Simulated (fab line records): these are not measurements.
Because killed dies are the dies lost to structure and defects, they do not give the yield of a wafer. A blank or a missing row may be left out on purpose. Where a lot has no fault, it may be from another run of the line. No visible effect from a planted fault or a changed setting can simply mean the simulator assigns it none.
A struck lot beside a sound one :: flow rit_cmos :: 15 steps out of a route of 202
Sound: wafers L558.1, L558.3, L558.4. Wafers L569.2, L569.4, L569.6 were the ones struck. The cause is given at the end.
For every step that has rows: the tool of each side, followed by ch and its chambers, followed by its first start. Under that, the readings that differ: sound wafers :: struck wafers :: difference of the means :: sigmas: that difference in standard deviations of wafers without a fault.
alike: readings whose means differ by less than 2 such deviations, and words and numbers that are the same on both sides. not compared: withheld readings, readings that some wafer has no value for, bounds like >300 that may hide the same value, and numbers for which the record gives no deviation and whose values overlap.
Wherever a step has rows on one side only, a row that says differs or no value, or a row with sigmas, the two part there. Numbers that don't overlap but have no deviation are shown without sigmas and don't part them. Lack of a reading on every wafer of one side parts them only where that side has two or more wafers.

RIT_M1_SPUTTER_00: material Al, target thk 400 nm, time 500 s.
  sound: pvd_sputter-04 at day 4 10:47; struck: pvd_sputter-03 at day 7 08:28
  alike: throttle_valve_pct
RIT_M1_RS_MEAS_01: measures by four-point-probe.
  sound: film_metro-02 at day 4 11:05; struck: film_metro-01 at day 7 08:47
  alike: M1_AL_RS
RIT_M1_THK_MEAS_02: measures by xrf.
  sound: film_metro-02 at day 4 11:12; struck: film_metro-01 at day 7 08:54
reading: M1_AL_THK (nm)
sound: 393 396 390
struck: 388 381 381
difference: -10
sigmas: -2
then, 6 steps without rows for these wafers: RIT_M1_HMDS_03 (prime time 60 s); RIT_M1_COAT_04 (resist thk 1300 nm); RIT_M1_SOFTBAKE_05 (time 60 s); RIT_M1_EXPOSE_06 (exposes mask M12, target cd 2600 nm); RIT_M1_PEB_07; RIT_M1_DEVELOP_08 (develop time 68 s).
RIT_M1_CD_MEAS_09 targets a cd of 2600 nm.
  sound: cd_sem-02 at day 4 12:49; struck: cd_sem-02 at day 7 09:51
  alike: cd_nm
RIT_M1_OVL_MEAS_10:
  sound: overlay-02 at day 4 12:56; struck: overlay-02 at day 7 09:57
  alike: M1_OVL
then, 1 step without rows for these wafers: RIT_M1_HARDBAKE_11 (time 120 s).
RIT_M1_METAL_ETCH_12: etches Al in Cl2/BCl3, stops on SiO2, time 165 s, target depth 600 nm.
  sound on rie_metal-03 ch 0,1, day 4 13:13; struck on rie_metal-03 ch 1, day 7 10:14
reading: model.NOVOLAK_of_M1_COAT_04.thk_nm (nm)
sound: 819 815.8 814.8
struck: 894.2 893.1 894.6
difference: +77.4
sigmas: 

reading: model.M1.feature_depth_nm (nm)
sound: 432.6 433.9 427.3
struck: 423 417.1 413.7
difference: -13
sigmas: 
  alike: drypump_motor_current_A, oes_product_au, throttle_valve_pct
  not compared: rf_hours_counter_h, model.SiO2_of_CONTACT_CVD_00.thk_nm
then, 1 step without rows for these wafers: RIT_M1_STRIP_13 (strips in nmp, time 600 s).
RIT_M1_PROBE_99:
  sound: prober-02 at day 4 15:35; struck: prober-01 at day 7 12:33
reading: model.etest.m1_comb_over_steps.leak_log10_a_um
sound: -12.86 -12.85 -12.73
struck: -8.398 -8.695 -9.465
difference: +3.961
sigmas: 

reading: model.etest.ring.quiet_log10_a (angstrom)
sound: -7.589 -7.527 -7.485
struck: -6.428 -6.801 -7.164
difference: +0.736
sigmas: 

reading: model.etest.antenna_m1.vt_shift_v (V)
sound: -0.01197 -0.009843 -0.01499
struck: -0.005299 -0.000528 -0.006552
difference: +0.008141
sigmas: 

WHERE THEY PART
At RIT_M1_THK_MEAS_02 and nowhere else, as far as this record goes. Later steps at which nothing parts them and some readings are alike: RIT_M1_CD_MEAS_09, RIT_M1_OVL_MEAS_10, RIT_M1_METAL_ETCH_12.

WHY: whatever the simulator had introduced
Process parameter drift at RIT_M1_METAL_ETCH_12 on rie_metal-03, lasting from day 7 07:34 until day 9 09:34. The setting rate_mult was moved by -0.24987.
